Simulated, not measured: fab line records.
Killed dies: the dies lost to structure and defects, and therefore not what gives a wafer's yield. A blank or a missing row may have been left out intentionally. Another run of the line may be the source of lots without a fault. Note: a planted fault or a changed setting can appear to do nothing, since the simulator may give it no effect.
The tool behind it: which one?    flow berkeley-cmos170    42 wafers from 14 lots sampled at 2 of the route's 331 steps

## WHAT EACH GAUGE READ, for each wafer
UCB170_PSD_CD_MEAS_06: target cd 1200 nm.
lot   measured      on         cd-nm (nm)
L642  day 8 10:59   cd-sem-01  1199.9 1199.3 1199.7
L643  day 9 00:07   cd-sem-02  1198.8 1200.1 1200.6
L646  day 9 12:45   cd-sem-02  1198.7 1198.6 1199.7
L647  day 9 13:13   cd-sem-02  1201.6 1200.5 1199.1
L649  day 10 02:47  cd-sem-02  - - -
L651  day 10 03:02  cd-sem-01  - - -
L656  day 11 07:58  cd-sem-02  1196.9 1197.4 1198.0
L657  day 11 08:37  cd-sem-02  1200.6 1198.8 1199.1
L659  day 11 08:52  cd-sem-01  1198.3 1198.9 1199.8
L658  day 11 09:10  cd-sem-01  1197.1 1196.5 1197.0
L660  day 11 19:41  cd-sem-02  1200.9 1200.6 1201.7
L662  day 12 10:31  cd-sem-01  1198.6 1199.6 1199.3
L665  day 12 19:13  cd-sem-02  1202.1 1202.1 1201.5
L664  day 12 19:54  cd-sem-01  1200.5 1200.8 1202.3

## EACH LOT AND THE TOOL THAT RAN IT (in order: tool; ch and the chambers of the sampled wafers; start)
lot   UCB170_PSD_COAT_01
L642  litho-track-03 ch 0, day 8 10:00
L643  litho-track-03 ch 0, day 8 23:05
L646  litho-track-01 ch 0, day 9 11:38
L647  litho-track-02 ch 0, day 9 11:59
L649  litho-track-03, day 10 01:32
L651  litho-track-02, day 10 01:44
L656  litho-track-03 ch 0, day 11 06:54
L657  litho-track-01 ch 0, day 11 06:59
L659  litho-track-03 ch 0, day 11 07:18
L658  litho-track-02 ch 0, day 11 07:23
L660  litho-track-02 ch 0, day 11 18:44
L662  litho-track-02 ch 0, day 12 08:50
L665  litho-track-02 ch 0, day 12 18:14
L664  litho-track-02 ch 0, day 12 18:43
- UCB170_PSD_COAT_01: resist thk 900 nm.

## WHAT THE TOOLS THEMSELVES READ (means of the sampled wafers that have a number; where no wafer has one, the mark that the record gives instead)
UCB170_PSD_COAT_01.
lot   tool            chill-plate-temp-C (C)  dispense-pressure-kPa (kPa)
L642  litho-track-03  22.96                   50
L643  litho-track-03  22.98                   50
L646  litho-track-01  22.98                   48
L647  litho-track-02  22.91                   42
L649  litho-track-03  -                       -
L651  litho-track-02  -                       -
L656  litho-track-03  22.99                   50
L657  litho-track-01  22.99                   48
L659  litho-track-03  22.94                   50
L658  litho-track-02  22.86                   42
L660  litho-track-02  22.98                   42
L662  litho-track-02  22.96                   42
L665  litho-track-02  22.94                   42
L664  litho-track-02  22.94                   42

## THE ANSWER, worked out from the rows above alone
Rule: what is usual is taken from the lots themselves. Put in order of their means at a reading, lots are off if they are a third of the lots or fewer, leave a main group of 4 or more, and stand apart from it by a gap of 3 or more times the standard deviation of the main group's means; of several such gaps the widest counts. A main group whose means are all the same, to the digits that the tables above print for the reading, isn't used. Also off: a lot with no number at a reading for which 4 or more lots have one. All remaining lots with rows at the step are treated as sound. The gauges are gone through in route order, then the tools' own readings, and for those a lot's mean is taken as printed above. At the first step where some lot is off, the reading lying furthest off is the one used; lots without a number count as furthest.
Off: L649, L651, at UCB170_PSD_CD_MEAS_06 (cd-nm). Without a number there: L649, L651. For the main group the mean is 1199.6 nm and the standard deviation 1.4.
If a tool, at a process step before that reading, ran all the lots that are off and no sound lot after the first of them, it fits. The gauges at UCB170_PSD_CD_MEAS_06 aren't tried: what is off there is off at UCB170_PSD_COAT_01 too, on other tools, and a gauge's error can't cause that. Of those tried, none fits.

## WHAT WAS PUT IN BY THE SIMULATOR
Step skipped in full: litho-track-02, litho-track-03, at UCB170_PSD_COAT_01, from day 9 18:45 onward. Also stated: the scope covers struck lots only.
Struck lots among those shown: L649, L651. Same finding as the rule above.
